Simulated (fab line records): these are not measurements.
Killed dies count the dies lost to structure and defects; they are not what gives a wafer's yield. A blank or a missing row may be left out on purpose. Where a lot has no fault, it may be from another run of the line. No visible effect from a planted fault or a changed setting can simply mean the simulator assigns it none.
fab line records ; flow rit-cmos
[record] lots = 14; wafers = 42; last-day = 7
route steps=202 shown CONTACT@168
lots with no fault: from the same line, run without faults
start-h: start of the lot's first displayed wafer, in hours after the record's first day ; wait-h: hours elapsed since this lot's preceding step ; " as in the row above ; L1.1+2: a row that stands for several wafers ; - no value, or no start was given ; * or withheld: withheld ; < > ~ a bound
route shown NAME@n: names a module that has steps shown in the file, with the first one's number in the route ; usual: the fault-free wafers' mean and standard deviation ; same: alike in all rows ; chamber/n: place in a boat ; sites: readings site by site ; _std_site: the standard deviation of these ; _edge_site: inner sites' mean taken away from outer sites' mean ; radius-mm: how far each site lies from the wafer's centre ; mask NAME#n: copy n ; behind: tool/chamber where the wafer was last shaped ; hold: why the lot was held/for how many hours/how that ended ; device: which transistor (n, p or np) failed to switch ; end of line: tests of these same wafers at the route's end ; for a step that has no rows: nothing shown but its recipe ; killed: count of dies lost to structure and defects at first sort (not the wafer's yield) ; map: dies across one wafer; x = killed, . = not, _ = none there
set.NAME: the setting the step ran with; set.NAME@STEP: the setting that earlier step ran with ; model.NAME: the simulator's own value behind a step, which no gauge read
steps of the route over a sample of lots; a table a step, a row a wafer
services: the hour from which a tool's chamber was out of use, counted from the record's first day as start-h (under 0 if before that day), plus the number of hours and why
[[steps]]
[step RIT_CONTACT_CVD_00]
[recipe] material = SiO2; target-thk-nm = 400; precursor = TEOS; temp-c = 390; time-s = 61; rf-w = 400
[usual] heater-power-w = 313/50; rf-fwd-power-W = 397.3/1.4
lot.wafer;tool;chamber;start-h;wait-h;heater-power-w;rf-fwd-power-W
L417.2;pecvd-02;2;65.45;0.0;274;394.8
L417.4;pecvd-02;1;65.45;0.0;307;399.1
L417.6;pecvd-02;0;65.45;0.0;313;397.7
L418.3;pecvd-01;1;68.17;0.0;263;395.8
L418.4;pecvd-01;1;68.17;0.0;279;394.7
L418.5;pecvd-01;0;68.17;0.0;286;397.5
L419.3;pecvd-03;2;68.63;0.0;278;399.8
L419.4;pecvd-03;1;68.63;0.0;357;396.4
L419.6;pecvd-03;2;68.63;0.0;299;402.1
L420.1;pecvd-02;1;73.29;0.1;316;400.0
L420.2;pecvd-02;2;73.29;0.1;350;397.2
L420.3;pecvd-02;0;73.29;0.1;276;397.1
L423.3;pecvd-02;2;85.04;0.0;311;395.4
L423.4;pecvd-02;0;85.04;0.0;246;395.9
L423.5;pecvd-02;2;85.04;0.0;319;397.1
L424.1;pecvd-01;0;96.25;0.1;248;396.9
L424.2;pecvd-01;2;96.25;0.1;441;396.9
L424.5;pecvd-01;2;96.25;0.1;447;395.9
L426.2;pecvd-03;0;98.62;0.0;219;398.6
L426.3;pecvd-03;1;98.62;0.0;276;395.8
L426.4;pecvd-03;0;98.62;0.0;243;399.8
L427.1;pecvd-01;2;108.99;0.1;357;398.1
L427.2;pecvd-01;1;108.99;0.1;256;394.0
L427.5;pecvd-01;1;108.99;0.1;288;395.2
L428.1;pecvd-03;0;115.64;0.1;220;397.4
L428.4;pecvd-03;2;115.64;0.1;341;397.0
L428.5;pecvd-03;0;115.64;0.1;241;396.5
L429.1;pecvd-02;1;117.88;0.1;311;399.1
L429.3;pecvd-02;0;117.88;0.1;276;395.2
L429.4;pecvd-02;1;117.88;0.1;303;400.2
L430.3;pecvd-01;0;122.38;0.0;315;397.4
L430.4;pecvd-01;1;122.38;0.0;286;398.1
L430.6;pecvd-01;0;122.38;0.0;329;398.1
L435.2;pecvd-02;0;149.85;0.0;334;398.2
L435.3;pecvd-02;1;149.85;0.0;275;446.6
L435.6;pecvd-02;1;149.85;0.0;285;446.7
L438.2;pecvd-02;2;161.40;0.0;335;395.7
L438.5;pecvd-02;0;161.40;0.0;318;398.5
L438.6;pecvd-02;1;161.40;0.0;261;446.6
L440.1;pecvd-03;1;171.74;0.1;354;395.4
L440.5;pecvd-03;0;171.74;0.1;247;397.5
L440.6;pecvd-03;2;171.74;0.1;351;398.6
[step RIT_CONTACT_THK_MEAS_01]
[recipe] reads = SiO2_of_CONTACT_CVD_00
[usual] CONTACT_TEOS_THK = 400/4.8
lot.wafer;tool;chamber;start-h;wait-h;CONTACT_TEOS_THK[nm]
L417.2;film-metro-01;-;65.51;0.0;401
L417.4;film-metro-01;-;65.51;0.0;406
L417.6;film-metro-01;-;65.51;0.0;405
L418.3;film-metro-02;-;68.24;0.0;396
L418.4;film-metro-02;-;68.24;0.0;407
L418.5;film-metro-02;-;68.24;0.0;408
L419.3;film-metro-01;-;68.70;0.0;396
L419.4;film-metro-01;-;68.70;0.0;401
L419.6;film-metro-01;-;68.70;0.0;401
L420.1;film-metro-01;-;73.34;0.0;399
L420.2;film-metro-01;-;73.34;0.0;404
L420.3;film-metro-01;-;73.34;0.0;404
L423.3;film-metro-01;-;85.11;0.0;401
L423.4;film-metro-01;-;85.11;0.0;408
L423.5;film-metro-01;-;85.11;0.0;406
L424.1;film-metro-04;-;96.30;0.0;404
L424.2;film-metro-04;-;96.30;0.0;403
L424.5;film-metro-04;-;96.30;0.0;408
L426.2;film-metro-04;-;98.68;0.0;393
L426.3;film-metro-04;-;98.68;0.0;401
L426.4;film-metro-04;-;98.68;0.0;402
L427.1;film-metro-04;-;109.06;0.1;393
L427.2;film-metro-04;-;109.06;0.1;395
L427.5;film-metro-04;-;109.06;0.1;399
L428.1;film-metro-02;-;115.69;0.0;393
L428.4;film-metro-02;-;115.69;0.0;398
L428.5;film-metro-02;-;115.69;0.0;397
L429.1;film-metro-04;-;117.93;0.0;402
L429.3;film-metro-04;-;117.93;0.0;402
L429.4;film-metro-04;-;117.93;0.0;405
L430.3;film-metro-02;-;122.45;0.0;403
L430.4;film-metro-02;-;122.45;0.0;401
L430.6;film-metro-02;-;122.45;0.0;404
L435.2;film-metro-01;-;149.91;0.0;403
L435.3;film-metro-01;-;149.91;0.0;408
L435.6;film-metro-01;-;149.91;0.0;416
L438.2;film-metro-02;-;161.46;0.0;404
L438.5;film-metro-02;-;161.46;0.0;407
L438.6;film-metro-02;-;161.46;0.0;418
L440.1;film-metro-04;-;171.79;0.0;405
L440.5;film-metro-04;-;171.79;0.0;400
L440.6;film-metro-04;-;171.79;0.0;398
[[services]]
tool;chamber;start-h;hours;kind
pecvd-03;-;85.27;1.0;repair
pecvd-01;-;89.32;6.0;pm
pecvd-01;0;99.99;13.7;repair
pecvd-01;1;136.30;19.4;repair
[[key]]
[first-sign] step = RIT_CONTACT_CVD_00; reading = rf-fwd-power-W; direction = up; sigmas = 35; usual = 397.3; struck = 446.6
[effect] step = RIT_CONTACT_THK_MEAS_01; reading = CONTACT_TEOS_THK; direction = up; sigmas = 2.9; usual = 400; struck = 414
met-at RIT_CONTACT_CVD_00
struck-lots L435,L438
struck-wafers L435.3,L435.6,L438.6
tester-left-out L435,L438
onset-between 117.88 149.85
[fault] kind = process-parameter-drift; tool = pecvd-02; chamber = 1; onset-h = 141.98; steps = RIT_CONTACT_CVD_00; channel = rf-w; offset = 48; shape = step; end-h = 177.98; stated = 400
// tester-left-out: of these lots the tester's yield and bins aren't shown, on N5 and GAA mostly nor the transistor test; their killed dies are dies lost to structure and defects alone, not to doping, threshold or leakage, so they don't give the yield
